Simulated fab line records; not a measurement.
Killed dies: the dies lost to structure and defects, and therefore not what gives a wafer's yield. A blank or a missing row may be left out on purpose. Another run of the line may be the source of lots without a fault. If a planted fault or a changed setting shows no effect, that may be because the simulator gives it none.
Split-lot trial	flow berkeley cmos170	route with 331 steps; 5 lots, 23 wafers read

== THE SPLIT ==
At UCB170_NWELL_IMPLANT_14, the setting dose cm2 was moved away from the recipe's 1e+13 on 7 of the 23 wafers read, by -7.2% to +2.9%. All remaining wafers had this setting at the recipe value.

== BETWEEN THE SPLIT AND THE READING: the file shows 1 step in between ==
- UCB170_NWELL_STRIP_15: strips in O2

== THE READING ==
NWELL_TW, at UCB170_NWELL_TW_MEAS_16. On this fab line, fault-free wafers typically give 1254 with a standard deviation of 5.4.

wafer	tool, chamber at the split	dose cm2 as run	against the recipe	NWELL_TW	against lot-mates on the recipe
L075.2	implanter-01, 0	9.308e+12	-6.9%	1228	-29
L075.3	implanter-01, 0	1e+13	recipe	1257	-
L075.4	implanter-01, 0	9.308e+12	-6.9%	1232	-25
L075.5	implanter-01, 0	9.308e+12	-6.9%	1238	-19
L075.6	implanter-01, 0	1e+13	recipe	1257	-
L080.2	implanter-03, 0	1e+13	recipe	1254	-
L080.3	implanter-03, 0	1e+13	recipe	1255	-
L080.4	implanter-03, 0	1e+13	recipe	1258	-
L080.5	implanter-03, 0	1e+13	recipe	1258	-
L080.6	implanter-03, 0	1e+13	recipe	1252	-
L081.1	implanter-01, 0	1e+13	recipe	1258	-
L081.2	implanter-01, 0	1e+13	recipe	1254	-
L081.3	implanter-01, 0	9.28e+12	-7.2%	1224	-31
L081.4	implanter-01, 0	9.28e+12	-7.2%	1223	-32
L081.5	implanter-01, 0	1e+13	recipe	1254	-
L085.1	implanter-03, 0	1.029e+13	+2.9%	1262	+9
L085.2	implanter-03, 0	1.029e+13	+2.9%	1266	+13
L085.3	implanter-03, 0	1e+13	recipe	1258	-
L085.4	implanter-03, 0	1e+13	recipe	1253	-
L085.6	implanter-03, 0	1e+13	recipe	1249	-
L084.1	implanter-04, 0	1e+13	recipe	1246	-
L084.4	implanter-04, 0	1e+13	recipe	1254	-
L084.5	implanter-04, 0	1e+13	recipe	1252	-

FIT RESULTS
A straight line over all 23 wafers: NWELL_TW changes by +3.58 for each +1% of dose cm2; r = +0.95; the points scatter about the line by 3.9.
The same after taking each lot's own level away (the mean of its wafers on the recipe; 23 wafers): +3.87 for each +1%; r = +0.97; scatter 3.3.
According to that fit, moving dose cm2 by its largest amount changes the reading by 28.
Measured against the standard deviation above, the lots' own levels, which go from 1250.7 to 1257.0, span 1.2 times it.
Consequently the slope shifts little with the lot-to-lot level, the two slopes agreeing.
Check: for one of the wafers moved furthest among these (-7.2%), held out of the fit, the line's prediction against its lot-mates is -27.1. Against them it came out at -31.3.

== OTHER SPLITS ON THESE WAFERS ==
Before the reading, these wafers also passed through other splits. Each is held against what the fit with the lots' levels taken away leaves over:
other split on the same wafers	wafers away from the commonest value	r with NWELL_TW (lot level and that fit taken away)
UCB170_START_OXIDATION_02 temp c	15	-0.21
UCB170_NWELL_CVD_04 pressure mtorr	10	-0.14

== FILE'S OWN FIT ==
NWELL_TW changes by +3.95 for each +1% of dose cm2, r = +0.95.
